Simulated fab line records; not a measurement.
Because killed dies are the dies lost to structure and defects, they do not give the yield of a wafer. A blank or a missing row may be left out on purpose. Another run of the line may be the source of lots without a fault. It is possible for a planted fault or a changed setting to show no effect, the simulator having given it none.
Split-lot study || flow berkeley_cmos170 || 23 wafers read across 5 lots, on a route 331 steps long

== THE SPLIT ==
At UCB170_V2_CMP_02 (polishes SiO2), the setting leave_above_ref_nm was moved away from the recipe's 1000 nm on 8 of the 23 wafers read, by -6.4% to +2.3%. For the rest of the wafers, this setting stayed at what the recipe calls for.

Split to reading: the file shows no intervening step.

== THE READING ==
Values of V2_POLISHED_THK in nm from UCB170_V2_THK_MEAS_04. Typical for fault-free wafers on this fab line: 1000.1 nm, with standard deviation 1.3 nm.

{"wafer": "L077.2", "tool, chamber at the split": "cmp-01, 1", "leave_above_ref_nm as run, nm": 935.8, "against the recipe": "-6.4%", "V2_POLISHED_THK, nm": 936.4, "against lot-mates on the recipe": -62.6}
{"wafer": "L077.3", "tool, chamber at the split": "cmp-01, 2", "leave_above_ref_nm as run, nm": 935.8, "against the recipe": "-6.4%", "V2_POLISHED_THK, nm": 937.8, "against lot-mates on the recipe": -61.2}
{"wafer": "L077.4", "tool, chamber at the split": "cmp-01, 3", "leave_above_ref_nm as run, nm": 1000, "against the recipe": "recipe", "V2_POLISHED_THK, nm": 998.8, "against lot-mates on the recipe": "-"}
{"wafer": "L077.5", "tool, chamber at the split": "cmp-01, 2", "leave_above_ref_nm as run, nm": 1000, "against the recipe": "recipe", "V2_POLISHED_THK, nm": 999.3, "against lot-mates on the recipe": "-"}
{"wafer": "L077.6", "tool, chamber at the split": "cmp-01, 1", "leave_above_ref_nm as run, nm": 935.8, "against the recipe": "-6.4%", "V2_POLISHED_THK, nm": 936.1, "against lot-mates on the recipe": -62.9}
{"wafer": "L074.1", "tool, chamber at the split": "cmp-02, 1", "leave_above_ref_nm as run, nm": 1023, "against the recipe": "+2.3%", "V2_POLISHED_THK, nm": 1023.5, "against lot-mates on the recipe": "+23.5"}
{"wafer": "L074.2", "tool, chamber at the split": "cmp-02, 0", "leave_above_ref_nm as run, nm": 1023, "against the recipe": "+2.3%", "V2_POLISHED_THK, nm": 1021.8, "against lot-mates on the recipe": "+21.8"}
{"wafer": "L074.3", "tool, chamber at the split": "cmp-02, 2", "leave_above_ref_nm as run, nm": 1000, "against the recipe": "recipe", "V2_POLISHED_THK, nm": 1000.2, "against lot-mates on the recipe": "-"}
{"wafer": "L074.4", "tool, chamber at the split": "cmp-02, 3", "leave_above_ref_nm as run, nm": 1023, "against the recipe": "+2.3%", "V2_POLISHED_THK, nm": 1021.0, "against lot-mates on the recipe": "+21.0"}
{"wafer": "L074.5", "tool, chamber at the split": "cmp-02, 2", "leave_above_ref_nm as run, nm": 1000, "against the recipe": "recipe", "V2_POLISHED_THK, nm": 999.8, "against lot-mates on the recipe": "-"}
{"wafer": "L082.1", "tool, chamber at the split": "cmp-02, 2", "leave_above_ref_nm as run, nm": 1021, "against the recipe": "+2.1%", "V2_POLISHED_THK, nm": 1020.7, "against lot-mates on the recipe": "+20.8"}
{"wafer": "L082.2", "tool, chamber at the split": "cmp-02, 0", "leave_above_ref_nm as run, nm": 1000, "against the recipe": "recipe", "V2_POLISHED_THK, nm": 999.0, "against lot-mates on the recipe": "-"}
{"wafer": "L082.3", "tool, chamber at the split": "cmp-02, 1", "leave_above_ref_nm as run, nm": 1000, "against the recipe": "recipe", "V2_POLISHED_THK, nm": 1000.1, "against lot-mates on the recipe": "-"}
{"wafer": "L082.4", "tool, chamber at the split": "cmp-02, 3", "leave_above_ref_nm as run, nm": 1021, "against the recipe": "+2.1%", "V2_POLISHED_THK, nm": 1019.7, "against lot-mates on the recipe": "+19.8"}
{"wafer": "L082.6", "tool, chamber at the split": "cmp-02, 1", "leave_above_ref_nm as run, nm": 1000, "against the recipe": "recipe", "V2_POLISHED_THK, nm": 1000.6, "against lot-mates on the recipe": "-"}
{"wafer": "L083.1", "tool, chamber at the split": "cmp-02, 0,1,2,0", "leave_above_ref_nm as run, nm": 1000, "against the recipe": "recipe", "V2_POLISHED_THK, nm": 1001.8, "against lot-mates on the recipe": "-"}
{"wafer": "L083.2", "tool, chamber at the split": "cmp-02, 3", "leave_above_ref_nm as run, nm": 1000, "against the recipe": "recipe", "V2_POLISHED_THK, nm": 1001.1, "against lot-mates on the recipe": "-"}
{"wafer": "L083.3", "tool, chamber at the split": "cmp-02, 0,1,2,0", "leave_above_ref_nm as run, nm": 1000, "against the recipe": "recipe", "V2_POLISHED_THK, nm": 1001.6, "against lot-mates on the recipe": "-"}
{"wafer": "L083.4", "tool, chamber at the split": "cmp-02, 0,1,2,0", "leave_above_ref_nm as run, nm": 1000, "against the recipe": "recipe", "V2_POLISHED_THK, nm": 1001.0, "against lot-mates on the recipe": "-"}
{"wafer": "L083.5", "tool, chamber at the split": "cmp-02, 0,1,2,0", "leave_above_ref_nm as run, nm": 1000, "against the recipe": "recipe", "V2_POLISHED_THK, nm": 1001.1, "against lot-mates on the recipe": "-"}
{"wafer": "L084.1", "tool, chamber at the split": "cmp-01, 1", "leave_above_ref_nm as run, nm": 1000, "against the recipe": "recipe", "V2_POLISHED_THK, nm": 1000.2, "against lot-mates on the recipe": "-"}
{"wafer": "L084.3", "tool, chamber at the split": "cmp-01, 3", "leave_above_ref_nm as run, nm": 1000, "against the recipe": "recipe", "V2_POLISHED_THK, nm": 999.5, "against lot-mates on the recipe": "-"}
{"wafer": "L084.5", "tool, chamber at the split": "cmp-01, 2", "leave_above_ref_nm as run, nm": 1000, "against the recipe": "recipe", "V2_POLISHED_THK, nm": 1001.0, "against lot-mates on the recipe": "-"}
Where a row lists several chambers, the file gives one row for several wafers and doesn't say which wafer went through which chamber.

FIT RESULTS
A straight line over all 23 wafers: V2_POLISHED_THK changes by +9.82 nm for each +1% of leave_above_ref_nm; r = +1.00; the points scatter about the line by 0.98 nm.
The same after taking each lot's own level away (the mean of its wafers on the recipe; 23 wafers): +9.69 nm for each +1%; r = +1.00; scatter 0.64 nm.
Per that fit: largest leave_above_ref_nm move, reading shift of 62 nm.
Measured against the standard deviation above, the lots' own levels, which go from 999.05 to 1001.32 nm, span 1.7 times it.
The two slopes agree, so the slope changes little with the lot-to-lot level.
Check: for one of the wafers moved furthest among these (-6.4%), held out of the fit, the line's prediction against its lot-mates is -62.1 nm. It came out at -62.6 nm against them.

== THESE WAFERS: OTHER SPLITS ==
These wafers also went through other splits before the reading. Each is held against what the fit with the lots' levels taken away leaves over:
{"other split on the same wafers": "UCB170_PSD_PEB_04 peb_temp_c", "wafers away from the commonest value": 9, "r with V2_POLISHED_THK (lot level and that fit taken away)": "+0.07"}
{"other split on the same wafers": "UCB170_PSD_IMPLANT_08 energy_kev", "wafers away from the commonest value": 11, "r with V2_POLISHED_THK (lot level and that fit taken away)": -0.01}
{"other split on the same wafers": "UCB170_SILICIDE_SPUTTER_01 chamber_pressure_pa", "wafers away from the commonest value": 18, "r with V2_POLISHED_THK (lot level and that fit taken away)": -0.04}
{"other split on the same wafers": "UCB170_V1_COAT_07 resist_thk_nm", "wafers away from the commonest value": 5, "r with V2_POLISHED_THK (lot level and that fit taken away)": "+0.00"}
{"other split on the same wafers": "UCB170_V1_ETCH_14 rf_w", "wafers away from the commonest value": 7, "r with V2_POLISHED_THK (lot level and that fit taken away)": -0.02}

== THE WHOLE CHAIN: every reading that the file lists as answering this split, in the file's order ==
{"step": "UCB170_V2_CMP_02", "what it does": "polishes SiO2", "reading": "SiO2_of_V2_CVD_00.thk_nm (the simulator's own value, which no gauge read)", "change (the file's fit)": "+9.87 nm for each +1% of the setting", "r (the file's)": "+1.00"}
{"step": "UCB170_V2_THK_MEAS_04", "what it does": "", "reading": "V2_POLISHED_THK", "change (the file's fit)": "+9.69 for each +1% of the setting", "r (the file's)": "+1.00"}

== THE FILE'S OWN FIT ==
V2_POLISHED_THK changes by +9.69 nm for each +1% of leave_above_ref_nm, r = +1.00.
